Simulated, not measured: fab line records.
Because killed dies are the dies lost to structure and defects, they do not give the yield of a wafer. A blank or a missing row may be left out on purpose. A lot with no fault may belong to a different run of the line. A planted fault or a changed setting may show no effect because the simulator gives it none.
Matching of chambers + flow berkeley_cmos170 + UCB170_GATE_ETCH_15 on rie_si-01 has 4 sister chambers
The step etches poly-Si in HBr/Cl2, stops on SiO2, time 56.3 s, target depth 278.2 nm. 39 wafers are shown with their chamber, then 12 later ones without.

WAFERS, EACH WITH ITS CHAMBER
| wafer  | chamber | drypump_motor_current_A (A) | throttle_valve_pct (%) | oes_product_au (a.u.) |
|--------|---------|-----------------------------|------------------------|-----------------------|
| L074.1 | 2       | 6.1                         | 26.3                   | 0.848                 |
| L074.4 | 3       | 5.8                         | 26.0                   | 0.839                 |
| L074.6 | 0       | 5.0                         | 26.7                   | 0.817                 |
| L075.1 | 0       | 5.0                         | 26.7                   | 0.802                 |
| L075.3 | 3       | 5.8                         | 26.0                   | 0.820                 |
| L075.6 | 3       | 5.8                         | 26.0                   | 0.825                 |
| L078.1 | 3       | 5.8                         | 26.0                   | 0.830                 |
| L078.2 | 1       | 5.2                         | 26.1                   | 0.810                 |
| L078.3 | 2       | 6.1                         | 26.3                   | 0.838                 |
| L078.4 | 1       | 5.1                         | 26.0                   | 0.813                 |
| L078.5 | 3       | 5.8                         | 26.0                   | 0.824                 |
| L078.6 | 2       | 6.1                         | 26.3                   | 0.835                 |
| L080.1 | 0       | 5.0                         | 26.7                   | 0.803                 |
| L080.3 | 1       | 5.1                         | 26.1                   | 0.814                 |
| L080.6 | 0       | 5.0                         | 26.7                   | 0.795                 |
| L083.1 | 0       | 5.0                         | 26.7                   | 0.798                 |
| L083.4 | 0       | 5.0                         | 26.7                   | 0.796                 |
| L083.6 | 1       | 5.1                         | 26.0                   | 0.816                 |
| L086.1 | 1       | 5.2                         | 26.1                   | 0.805                 |
| L086.2 | 0       | 5.0                         | 26.7                   | 0.790                 |
| L086.3 | 2       | 6.1                         | 26.3                   | 0.828                 |
| L086.4 | 1       | 5.1                         | 26.1                   | 0.807                 |
| L086.5 | 0       | 5.0                         | 26.7                   | 0.797                 |
| L086.6 | 2       | 6.1                         | 26.3                   | 0.828                 |
| L084.1 | 2       | 6.1                         | 26.3                   | 0.840                 |
| L084.2 | 1       | 5.1                         | 26.1                   | 0.815                 |
| L084.3 | 0       | 5.0                         | 26.6                   | 0.803                 |
| L084.4 | 2       | 6.0                         | 26.3                   | 0.850                 |
| L084.5 | 1       | 5.1                         | 26.0                   | 0.812                 |
| L084.6 | 0       | 5.0                         | 26.7                   | 0.806                 |
| L089.1 | 1       | 5.1                         | 26.1                   | 0.810                 |
| L089.2 | 0       | 5.0                         | 26.7                   | 0.803                 |
| L089.4 | 3       | 5.9                         | 25.9                   | 0.830                 |
| L091.3 | 1       | 5.1                         | 26.1                   | 0.815                 |
| L091.4 | 0       | 5.0                         | 26.7                   | 0.811                 |
| L091.5 | 2       | 6.1                         | 26.3                   | 0.842                 |
| L090.1 | 2       | 6.1                         | 26.3                   | 0.845                 |
| L090.5 | 2       | 6.1                         | 26.3                   | 0.843                 |
| L090.6 | 3       | 5.8                         | 25.9                   | 0.830                 |

SIGNATURES (averages over the wafers above)
| reading                 | chamber 0 | chamber 1 | chamber 2 | chamber 3 | scatter within a chamber |
|-------------------------|-----------|-----------|-----------|-----------|--------------------------|
| drypump_motor_current_A | 5.000     | 5.120     | 6.090     | 5.814     | 0.031                    |
| throttle_valve_pct      | 26.692    | 26.070    | 26.300    | 25.971    | 0.0356                   |
| oes_product_au          | 0.80175   | 0.81170   | 0.83970   | 0.82829   | 0.00645                  |
Rule: a wafer's distance from a chamber is the root of the sum, over the readings, of the square of ((its reading less the chamber's mean) divided by the reading's scatter). If the next closest chamber is less than 2 further off than the closest, the wafer can't be placed; otherwise it belongs to the closest. The scatter: take each reading less its chamber's mean, square it, sum over the shown wafers, divide by the number of wafers less the number of chambers, and take the root.

WAFERS WITHOUT THEIR CHAMBER
| wafer  | drypump_motor_current_A (A) | throttle_valve_pct (%) | oes_product_au (a.u.) |
|--------|-----------------------------|------------------------|-----------------------|
| L094.1 | 5.8                         | 25.8                   | 0.829                 |
| L094.2 | 6.1                         | 26.3                   | 0.854                 |
| L094.5 | 5.8                         | 25.8                   | 0.834                 |
| L096.2 | 6.1                         | 26.3                   | 0.848                 |
| L096.3 | 5.8                         | 25.8                   | 0.840                 |
| L096.4 | 5.1                         | 26.0                   | 0.818                 |
| L097.1 | 5.1                         | 26.1                   | 0.820                 |
| L097.2 | 5.0                         | 26.5                   | 0.842                 |
| L097.3 | 5.8                         | 25.8                   | 0.839                 |
| L097.4 | 6.1                         | 26.3                   | 0.845                 |
| L097.5 | 5.8                         | 25.8                   | 0.836                 |
| L097.6 | 5.0                         | 26.5                   | 0.834                 |

CHAMBER TAKEN BY EACH
| wafer  | from the rows above | in truth |
|--------|---------------------|----------|
| L094.1 | 3                   | 3        |
| L094.2 | 2                   | 2        |
| L094.5 | 3                   | 3        |
| L096.2 | 2                   | 2        |
| L096.3 | 3                   | 3        |
| L096.4 | 1                   | 1        |
| L097.1 | 1                   | 1        |
| L097.2 | 0                   | 0        |
| L097.3 | 3                   | 3        |
| L097.4 | 2                   | 2        |
| L097.5 | 3                   | 3        |
| L097.6 | 0                   | 0        |
Correct placement for 12 of the 12. Number that these rows cannot place: 0. 0 placed wrongly.
